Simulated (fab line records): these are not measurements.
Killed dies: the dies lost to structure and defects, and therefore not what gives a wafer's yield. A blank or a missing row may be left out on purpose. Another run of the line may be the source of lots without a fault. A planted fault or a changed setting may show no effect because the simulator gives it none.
The tool behind it: which one? / flow ritCmos / 14 lots, 42 wafers sampled, at 6 steps of a route of 202

== WHAT THE GAUGES SHOWED, per wafer ==
RIT_PRETRO_TW_MEAS_10.
lot=L562; measured=day 2 10:10; on=filmMetro-01; PRETRO_TW=488 483 485
lot=L563; measured=day 2 14:25; on=filmMetro-01; PRETRO_TW=483 484 485
lot=L564; measured=day 2 18:01; on=filmMetro-02; PRETRO_TW=467 469 464
lot=L565; measured=day 3 00:04; on=filmMetro-03; PRETRO_TW=476 479 476
lot=L567; measured=day 3 11:58; on=filmMetro-02; PRETRO_TW=466 468 465
lot=L568; measured=day 3 17:16; on=filmMetro-03; PRETRO_TW=477 480 480
lot=L569; measured=day 3 19:49; on=filmMetro-03; PRETRO_TW=478 477 480
lot=L570; measured=day 4 00:59; on=filmMetro-03; PRETRO_TW=477 476 477
lot=L571; measured=day 4 05:56; on=filmMetro-02; PRETRO_TW=470 470 469
lot=L574; measured=day 5 06:20; on=filmMetro-03; PRETRO_TW=476 474 475
lot=L578; measured=day 5 21:47; on=filmMetro-03; PRETRO_TW=475 476 475
lot=L581; measured=day 6 10:17; on=filmMetro-02; PRETRO_TW=469 472 473
lot=L582; measured=day 6 15:16; on=filmMetro-03; PRETRO_TW=479 479 479
lot=L583; measured=day 6 18:23; on=filmMetro-03; PRETRO_TW=478 477 477

RIT_NLDD_TW_MEAS_10.
lot=L562; measured=day 2 20:06; on=filmMetro-04; NLDD_TW=2490 2490 2488
lot=L563; measured=day 3 02:57; on=filmMetro-01; NLDD_TW=2540 2540 2549
lot=L564; measured=day 3 05:33; on=filmMetro-01; NLDD_TW=2550 2551 2548
lot=L565; measured=day 3 12:50; on=filmMetro-04; NLDD_TW=2466 2477 2481
lot=L567; measured=day 4 00:07; on=filmMetro-03; NLDD_TW=2479 2475 2487
lot=L568; measured=day 4 05:33; on=filmMetro-03; NLDD_TW=2482 2475 2481
lot=L569; measured=day 4 09:03; on=filmMetro-04; NLDD_TW=2488 2483 2497
lot=L570; measured=day 4 18:23; on=filmMetro-03; NLDD_TW=2496 2490 2497
lot=L571; measured=day 5 00:16; on=filmMetro-04; NLDD_TW=2498 2494 2508
lot=L574; measured=day 5 20:42; on=filmMetro-03; NLDD_TW=2734 2729 2728
lot=L578; measured=day 6 12:11; on=filmMetro-04; NLDD_TW=2708 2706 2708
lot=L581; measured=day 6 22:50; on=filmMetro-01; NLDD_TW=2544 2543 2573
lot=L582; measured=day 7 02:01; on=filmMetro-03; NLDD_TW=2501 2508 2513
lot=L583; measured=day 7 05:03; on=filmMetro-04; NLDD_TW=2488 2504 2474

RIT_SDANNEAL_RS_MEAS_07: measurement is done with a four-point probe.
lot=L562; measured=day 3 04:08; on=filmMetro-01; NLDD_RS (ohm/sq)=151.5 151.9 151.4
lot=L563; measured=day 3 10:57; on=filmMetro-03; NLDD_RS (ohm/sq)=151.6 151.9 151.6
lot=L564; measured=day 3 13:35; on=filmMetro-01; NLDD_RS (ohm/sq)=151.7 151.2 151.2
lot=L565; measured=day 3 21:11; on=filmMetro-03; NLDD_RS (ohm/sq)=150.7 150.6 150.5
lot=L567; measured=day 4 08:13; on=filmMetro-03; NLDD_RS (ohm/sq)=151.9 151.8 152.0
lot=L568; measured=day 4 13:27; on=filmMetro-01; NLDD_RS (ohm/sq)=153.1 152.9 153.0
lot=L569; measured=day 4 16:46; on=filmMetro-04; NLDD_RS (ohm/sq)=152.3 151.8 151.9
lot=L570; measured=day 5 02:08; on=filmMetro-04; NLDD_RS (ohm/sq)=151.1 151.2 151.4
lot=L571; measured=day 5 07:53; on=filmMetro-03; NLDD_RS (ohm/sq)=151.6 151.2 151.2
lot=L574; measured=day 6 04:41; on=filmMetro-04; NLDD_RS (ohm/sq)=113.6 113.5 113.8
lot=L578; measured=day 6 22:26; on=filmMetro-01; NLDD_RS (ohm/sq)=114.3 114.2 114.1
lot=L581; measured=day 7 07:01; on=filmMetro-01; NLDD_RS (ohm/sq)=151.8 151.7 151.6
lot=L582; measured=day 7 09:48; on=filmMetro-04; NLDD_RS (ohm/sq)=151.4 150.6 150.7
lot=L583; measured=day 7 13:03; on=filmMetro-01; NLDD_RS (ohm/sq)=152.4 152.0 151.8

RIT_M1_RS_MEAS_01: measurement is done with a four-point probe.
lot=L562; measured=day 3 07:27; on=filmMetro-01; M1_AL_RS (ohm/sq)=0.0744 0.0748 0.0740
lot=L563; measured=day 3 14:10; on=filmMetro-01; M1_AL_RS (ohm/sq)=0.0743 0.0744 0.0738
lot=L564; measured=day 3 16:45; on=filmMetro-01; M1_AL_RS (ohm/sq)=0.0745 0.0757 0.0751
lot=L565; measured=day 4 00:28; on=filmMetro-04; M1_AL_RS (ohm/sq)=0.0751 0.0744 0.0750
lot=L567; measured=day 4 11:22; on=filmMetro-03; M1_AL_RS (ohm/sq)=0.0753 0.0747 0.0744
lot=L568; measured=day 4 16:48; on=filmMetro-01; M1_AL_RS (ohm/sq)=0.0758 0.0753 0.0758
lot=L569; measured=day 4 20:03; on=filmMetro-03; M1_AL_RS (ohm/sq)=0.0734 0.0741 0.0731
lot=L570; measured=day 5 05:17; on=filmMetro-04; M1_AL_RS (ohm/sq)=0.0735 0.0733 0.0736
lot=L571; measured=day 5 11:11; on=filmMetro-04; M1_AL_RS (ohm/sq)=0.0757 0.0750 0.0746
lot=L574; measured=day 6 07:50; on=filmMetro-04; M1_AL_RS (ohm/sq)=0.0745 0.0730 0.0740
lot=L578; measured=day 7 01:46; on=filmMetro-04; M1_AL_RS (ohm/sq)=0.0734 0.0741 0.0736
lot=L581; measured=day 7 10:11; on=filmMetro-01; M1_AL_RS (ohm/sq)=0.0752 0.0761 0.0750
lot=L582; measured=day 7 13:12; on=filmMetro-04; M1_AL_RS (ohm/sq)=0.0751 0.0754 0.0748
lot=L583; measured=day 7 16:20; on=filmMetro-03; M1_AL_RS (ohm/sq)=0.0755 0.0751 0.0741

== WHICH TOOL RAN EACH LOT (tool, then ch and the chambers of the sampled wafers, then the start) ==
lot=L562; RIT_GATE_STRIP_20=plasmaAsher-01 ch 0, day 2 15:19; RIT_NLDD_IMPLANT_08=implanter-04 ch 0, day 2 19:46
lot=L563; RIT_GATE_STRIP_20=plasmaAsher-01 ch 1, day 2 21:58; RIT_NLDD_IMPLANT_08=implanter-02 ch 0, day 3 02:38
lot=L564; RIT_GATE_STRIP_20=plasmaAsher-03 ch 0,1, day 3 00:17; RIT_NLDD_IMPLANT_08=implanter-02 ch 0, day 3 05:14
lot=L565; RIT_GATE_STRIP_20=plasmaAsher-02 ch 0,1, day 3 07:26; RIT_NLDD_IMPLANT_08=implanter-03 ch 0, day 3 12:33
lot=L567; RIT_GATE_STRIP_20=plasmaAsher-01 ch 0,1, day 3 18:49; RIT_NLDD_IMPLANT_08=implanter-03 ch 0, day 3 23:49
lot=L568; RIT_GATE_STRIP_20=plasmaAsher-03 ch 0,1, day 3 23:43; RIT_NLDD_IMPLANT_08=implanter-04 ch 0, day 4 05:13
lot=L569; RIT_GATE_STRIP_20=plasmaAsher-01 ch 0,1, day 4 01:21; RIT_NLDD_IMPLANT_08=implanter-02 ch 0, day 4 08:43
lot=L570; RIT_GATE_STRIP_20=plasmaAsher-02 ch 0,1, day 4 12:19; RIT_NLDD_IMPLANT_08=implanter-03 ch 0, day 4 18:04
lot=L571; RIT_GATE_STRIP_20=plasmaAsher-02 ch 1, day 4 17:07; RIT_NLDD_IMPLANT_08=implanter-03 ch 0, day 4 23:56
lot=L574; RIT_GATE_STRIP_20=plasmaAsher-01 ch 0,1, day 5 14:26; RIT_NLDD_IMPLANT_08=implanter-03 ch 0, day 5 20:25
lot=L578; RIT_GATE_STRIP_20=plasmaAsher-01 ch 0,1, day 6 05:31; RIT_NLDD_IMPLANT_08=implanter-03 ch 0, day 6 11:53
lot=L581; RIT_GATE_STRIP_20=plasmaAsher-02 ch 0,1, day 6 17:49; RIT_NLDD_IMPLANT_08=implanter-02 ch 0, day 6 22:32
lot=L582; RIT_GATE_STRIP_20=plasmaAsher-03 ch 0,1, day 6 21:11; RIT_NLDD_IMPLANT_08=implanter-04 ch 0, day 7 01:42
lot=L583; RIT_GATE_STRIP_20=plasmaAsher-02 ch 1, day 7 00:02; RIT_NLDD_IMPLANT_08=implanter-04 ch 0, day 7 04:43
- RIT_GATE_STRIP_20: strips in O2, time 180 s.
- RIT_NLDD_IMPLANT_08

== AS READ BY THE TOOLS THEMSELVES (means over the sampled wafers that have a number; for cases with no such wafer, the mark the record gives instead) ==
RIT_GATE_STRIP_20.
lot=L562; tool=plasmaAsher-01; drypumpMotorCurrentA (A)=5.65; rfReflPowerW (W)=6.8
lot=L563; tool=plasmaAsher-01; drypumpMotorCurrentA (A)=5.78; rfReflPowerW (W)=8.4
lot=L564; tool=plasmaAsher-03; drypumpMotorCurrentA (A)=6.11; rfReflPowerW (W)=6.9
lot=L565; tool=plasmaAsher-02; drypumpMotorCurrentA (A)=5.63; rfReflPowerW (W)=4.5
lot=L567; tool=plasmaAsher-01; drypumpMotorCurrentA (A)=5.71; rfReflPowerW (W)=8.2
lot=L568; tool=plasmaAsher-03; drypumpMotorCurrentA (A)=6.13; rfReflPowerW (W)=7.0
lot=L569; tool=plasmaAsher-01; drypumpMotorCurrentA (A)=5.73; rfReflPowerW (W)=7.8
lot=L570; tool=plasmaAsher-02; drypumpMotorCurrentA (A)=5.65; rfReflPowerW (W)=4.6
lot=L571; tool=plasmaAsher-02; drypumpMotorCurrentA (A)=5.65; rfReflPowerW (W)=5.3
lot=L574; tool=plasmaAsher-01; drypumpMotorCurrentA (A)=5.68; rfReflPowerW (W)=7.5
lot=L578; tool=plasmaAsher-01; drypumpMotorCurrentA (A)=5.70; rfReflPowerW (W)=7.4
lot=L581; tool=plasmaAsher-02; drypumpMotorCurrentA (A)=5.65; rfReflPowerW (W)=4.8
lot=L582; tool=plasmaAsher-03; drypumpMotorCurrentA (A)=6.10; rfReflPowerW (W)=7.0
lot=L583; tool=plasmaAsher-02; drypumpMotorCurrentA (A)=5.64; rfReflPowerW (W)=5.3

RIT_NLDD_IMPLANT_08.
lot=L562; tool=implanter-04; beamOnS (s)=10.19; doseIonsCm2=5e+14; faradayCurrentUA=1540
lot=L563; tool=implanter-02; beamOnS (s)=10.18; doseIonsCm2=5e+14; faradayCurrentUA=1547
lot=L564; tool=implanter-02; beamOnS (s)=10.15; doseIonsCm2=5e+14; faradayCurrentUA=1548
lot=L565; tool=implanter-03; beamOnS (s)=10.11; doseIonsCm2=5e+14; faradayCurrentUA=1561
lot=L567; tool=implanter-03; beamOnS (s)=10.20; doseIonsCm2=5e+14; faradayCurrentUA=1538
lot=L568; tool=implanter-04; beamOnS (s)=9.71; doseIonsCm2=5e+14; faradayCurrentUA=1618
lot=L569; tool=implanter-02; beamOnS (s)=9.81; doseIonsCm2=5e+14; faradayCurrentUA=1604
lot=L570; tool=implanter-03; beamOnS (s)=10.05; doseIonsCm2=5e+14; faradayCurrentUA=1564
lot=L571; tool=implanter-03; beamOnS (s)=10.00; doseIonsCm2=5e+14; faradayCurrentUA=1573
lot=L574; tool=implanter-03; beamOnS (s)=9.90; doseIonsCm2=7e+14; faradayCurrentUA=2254
lot=L578; tool=implanter-03; beamOnS (s)=10.07; doseIonsCm2=7e+14; faradayCurrentUA=2219
lot=L581; tool=implanter-02; beamOnS (s)=10.08; doseIonsCm2=5e+14; faradayCurrentUA=1557
lot=L582; tool=implanter-04; beamOnS (s)=10.05; doseIonsCm2=5e+14; faradayCurrentUA=1565
lot=L583; tool=implanter-04; beamOnS (s)=9.93; doseIonsCm2=5e+14; faradayCurrentUA=1588

== THE ANSWER, worked out from the rows above alone ==
Rule: usual is defined by the lots themselves. Put in order of their means at a reading, lots are off if they are a third of the lots or fewer, leave a main group of 4 or more, and stand apart from it by a gap of 3 or more times the standard deviation of the main group's means; of several such gaps the widest counts. If all means in a main group match to the digits the tables above print for the reading, that group is not used. Also off: a lot with no number at a reading for which 4 or more lots have one. The other lots that the step has rows for count as sound. After the gauges, taken in route order, come the tools' own readings; for these a lot's mean is taken, as printed above. The first step at which some lot is off is used, and at that step the reading that is off furthest; a lot without a number counts as furthest.
Off: L574, L578, seen at RIT_NLDD_TW_MEAS_10 (NLDD_TW). Main group: mean 2504, sd 27.
If a tool, at a process step before that reading, ran all the lots that are off and no sound lot after the first of them, it fits. Not tried: the gauges at RIT_NLDD_TW_MEAS_10; whatever is off there is also off at RIT_NLDD_IMPLANT_08, on other tools, and gauge error can't account for it. This does not decide it: 2 tools fit, namely plasmaAsher-01 at RIT_GATE_STRIP_20 and implanter-03 at RIT_NLDD_IMPLANT_08.

== WHAT WAS PUT IN BY THE SIMULATOR ==
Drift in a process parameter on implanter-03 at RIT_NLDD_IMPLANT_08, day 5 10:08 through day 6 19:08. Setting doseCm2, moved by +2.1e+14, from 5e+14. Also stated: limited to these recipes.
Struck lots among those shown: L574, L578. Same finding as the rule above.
